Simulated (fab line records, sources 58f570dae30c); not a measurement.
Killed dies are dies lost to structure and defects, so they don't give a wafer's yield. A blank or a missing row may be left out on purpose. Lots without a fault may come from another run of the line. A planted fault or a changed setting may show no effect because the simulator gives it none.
Which tool did it? | flow berkeley_cmos170 | 14 lots, 42 wafers sampled, at 5 steps of a route of 331

WHAT THE GAUGES READ, wafer by wafer
UCB170_GATE_CD_MEAS_90: target cd 350 nm. Usual: cd_nm 350.5 nm, standard deviation 1.5.
lot  | measured     | on        | cd_nm (nm)        | flag
L911 | day 6 04:55  | cd_sem-02 | 348.3 350.0 349.2 |
L912 | day 6 05:39  | cd_sem-01 | 352.0 352.4 351.9 |
L913 | day 6 08:40  | cd_sem-01 | 349.5 350.8 350.8 |
L914 | day 6 12:37  | cd_sem-01 | 350.0 348.5 349.3 |
L915 | day 6 12:53  | cd_sem-01 | 349.4 351.9 351.3 |
L916 | day 7 16:14  | cd_sem-02 | 348.9 349.0 349.7 |
L917 | day 7 17:08  | cd_sem-02 | 348.7 346.2 348.9 |
L921 | day 7 23:05  | cd_sem-01 | 352.6 349.8 352.2 |
L924 | day 9 05:52  | cd_sem-02 | 350.5 351.9 353.5 |
L927 | day 9 11:08  | cd_sem-01 | 351.1 352.7 353.5 |
L928 | day 9 11:16  | cd_sem-02 | 350.9 348.7 350.1 |
L929 | day 10 07:29 | cd_sem-02 | 351.4 352.1 351.6 |
L933 | day 10 18:32 | cd_sem-01 | 350.2 350.9 350.4 |
L934 | day 11 04:24 | cd_sem-02 | 348.3 348.1 350.5 |

UCB170_PLDD_CD_MEAS_06: target cd 1200 nm. Usual: cd_nm 1200.1 nm, standard deviation 1.5.
lot  | measured     | on        | cd_nm (nm)           | flag
L911 | day 6 06:08  | cd_sem-02 | 1201.2 1199.9 1200.5 |
L912 | day 6 07:09  | cd_sem-02 | 1200.5 1201.0 1200.8 |
L913 | day 6 09:49  | cd_sem-01 | 1201.1 1201.1 1200.9 |
L914 | day 6 14:02  | cd_sem-01 | 1201.6 1202.2 1202.8 |
L915 | day 6 14:15  | cd_sem-02 | 1201.8 1202.8 1200.3 |
L916 | day 7 18:17  | cd_sem-01 | 1199.8 1199.6 1200.8 |
L917 | day 7 18:54  | cd_sem-01 | 1202.1 1200.6 1202.3 |
L921 | day 8 00:23  | cd_sem-02 | 1201.5 1201.5 1201.3 |
L924 | day 9 07:51  | cd_sem-02 | 1198.0 1198.9 1198.9 |
L927 | day 9 13:38  | cd_sem-01 | 1198.3 1197.7 1198.6 |
L928 | day 9 13:55  | cd_sem-01 | 1201.1 1201.7 1201.8 |
L929 | day 10 08:45 | cd_sem-01 | 1200.2 1199.4 1200.6 |
L933 | day 10 21:07 | cd_sem-01 | 1201.6 1203.3 1202.2 |
L934 | day 11 06:04 | cd_sem-01 | 1199.5 1200.4 1200.6 |

UCB170_NLDD_CD_MEAS_06: target cd 1200 nm. Usual: cd_nm 1199.8 nm, standard deviation 1.5.
lot  | measured     | on        | cd_nm (nm)           | flag
L911 | day 6 07:53  | cd_sem-02 | 1200.5 1200.0 1200.9 |
L912 | day 6 08:47  | cd_sem-02 | 1197.1 1198.2 1198.5 |
L913 | day 6 11:35  | cd_sem-01 | 1200.5 1200.2 1200.6 |
L914 | day 6 15:41  | cd_sem-01 | 1198.0 1199.2 1197.7 |
L915 | day 6 16:01  | cd_sem-01 | 1199.0 1199.6 1198.9 |
L916 | day 7 20:31  | cd_sem-02 | 1198.4 1200.0 1198.5 |
L917 | day 7 21:24  | cd_sem-02 | 1199.6 1200.3 1199.3 |
L921 | day 8 02:30  | cd_sem-02 | 1201.3 1199.7 1200.0 |
L924 | day 9 11:01  | cd_sem-02 | 1198.4 1198.2 1199.1 |
L927 | day 9 16:26  | cd_sem-01 | 1201.1 1201.1 1202.5 |
L928 | day 9 17:05  | cd_sem-01 | 1198.6 1198.3 1196.2 |
L929 | day 10 10:40 | cd_sem-01 | 1201.8 1201.9 1202.6 |
L933 | day 10 22:51 | cd_sem-02 | 1198.8 1198.2 1199.1 |
L934 | day 11 07:53 | cd_sem-02 | 1198.5 1199.3 1198.2 |

UCB170_SPACER_THK_MEAS_01. Usual: SPACER_TEOS_THK 377 nm, standard deviation 5.1.
lot  | measured     | on            | SPACER_TEOS_THK (nm)    | flag
L911 | day 6 08:43  | film_metro-03 | 373 377 368             |
L912 | day 6 09:38  | film_metro-01 | 373 375 376             |
L913 | day 6 12:25  | film_metro-04 | 369 372 379             |
L914 | day 6 16:31  | film_metro-04 | 378 379 384             |
L915 | day 6 16:49  | film_metro-01 | 369 370 371             |
L916 | day 7 21:22  | film_metro-01 | 374 378 384             |
L917 | day 7 22:13  | film_metro-04 | 379 386 378             |
L921 | day 8 03:21  | film_metro-03 | 376 377 378             |
L924 | day 9 11:52  | film_metro-04 | 226 228 230 226 228 230 | OFF
L927 | day 9 17:17  | film_metro-04 | 227 222 232 227 222 232 | OFF
L928 | day 9 17:58  | film_metro-04 | 375 368 372             |
L929 | day 10 11:30 | film_metro-01 | 368 374 380             |
L933 | day 10 23:44 | film_metro-01 | 377 375 380             |
L934 | day 11 08:44 | film_metro-04 | 374 379 385             |

WHICH TOOL RAN EACH LOT (tool, then ch and the chambers of the sampled wafers, then the start)
lot  | UCB170_SPACER_CVD_00
L911 | pecvd-01 ch 0,1,2, day 6 08:41
L912 | pecvd-01 ch 1,2, day 6 09:34
L913 | pecvd-01 ch 0,2, day 6 12:22
L914 | pecvd-02 ch 0,2, day 6 16:28
L915 | pecvd-01 ch 1,2, day 6 16:46
L916 | pecvd-03 ch 0,1,2, day 7 21:19
L917 | pecvd-02 ch 0,2, day 7 22:10
L921 | pecvd-01 ch 0,2, day 8 03:18
L924 | pecvd-01 ch 1,2, day 9 11:49
L927 | pecvd-01 ch 0,1, day 9 17:14
L928 | pecvd-03 ch 0,1,2, day 9 17:55
L929 | pecvd-03 ch 0,1,2, day 10 11:27
L933 | pecvd-03 ch 1,2, day 10 23:41
L934 | pecvd-03 ch 0,1,2, day 11 08:42
- UCB170_SPACER_CVD_00: deposits SiO2 from TEOS/O2, target thk 376 nm, time 47 s.

WHAT THE TOOLS THEMSELVES READ (means of the sampled wafers that have a number; where no wafer has one, the mark that the record gives instead)
UCB170_SPACER_CVD_00. Usual: heater_power_w 267 W, standard deviation 47.
lot  | tool     | heater_power_w (W) | flag
L911 | pecvd-01 | 277                |
L912 | pecvd-01 | 305                |
L913 | pecvd-01 | 269                |
L914 | pecvd-02 | 255                |
L915 | pecvd-01 | 282                |
L916 | pecvd-03 | 300                |
L917 | pecvd-02 | 292                |
L921 | pecvd-01 | 293                |
L924 | pecvd-01 | 288                |
L927 | pecvd-01 | 242                |
L928 | pecvd-03 | 256                |
L929 | pecvd-03 | 292                |
L933 | pecvd-03 | 251                |
L934 | pecvd-03 | 267                |

THE ANSWER, worked out from the rows above alone
Rule: a lot is off if the mean of its wafers that have a number lies more than 3 standard deviations from the usual mean. A lot without any number at a reading at which 4 lots or more have one is off too. The other lots that the step has rows for count as sound. The gauges are gone through in route order, then the tools' own readings, and for those a lot's mean is taken as printed above. The first step at which some lot is off is used, and at that step the reading that is off furthest; a lot without a number counts as furthest.
Off: L924, L927, at UCB170_SPACER_THK_MEAS_01 (SPACER_TEOS_THK).
A tool fits if, at a process step before that reading, it ran every lot that is off, and no sound lot after the first of them. The gauges at UCB170_SPACER_THK_MEAS_01 are tried like those tools. One fits: pecvd-01 at UCB170_SPACER_CVD_00. Its last sound lot is L921 (day 8 03:18), its first lot that is off L924 (day 9 11:49): a fault that began between those two fits.

WHAT THE SIMULATOR HAD PUT IN
Process parameter drift: pecvd-01, from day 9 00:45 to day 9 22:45, at UCB170_SPACER_CVD_00. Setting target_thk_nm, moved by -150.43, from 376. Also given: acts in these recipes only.
Lots struck among those shown: L924, L927. The rule above found the same.
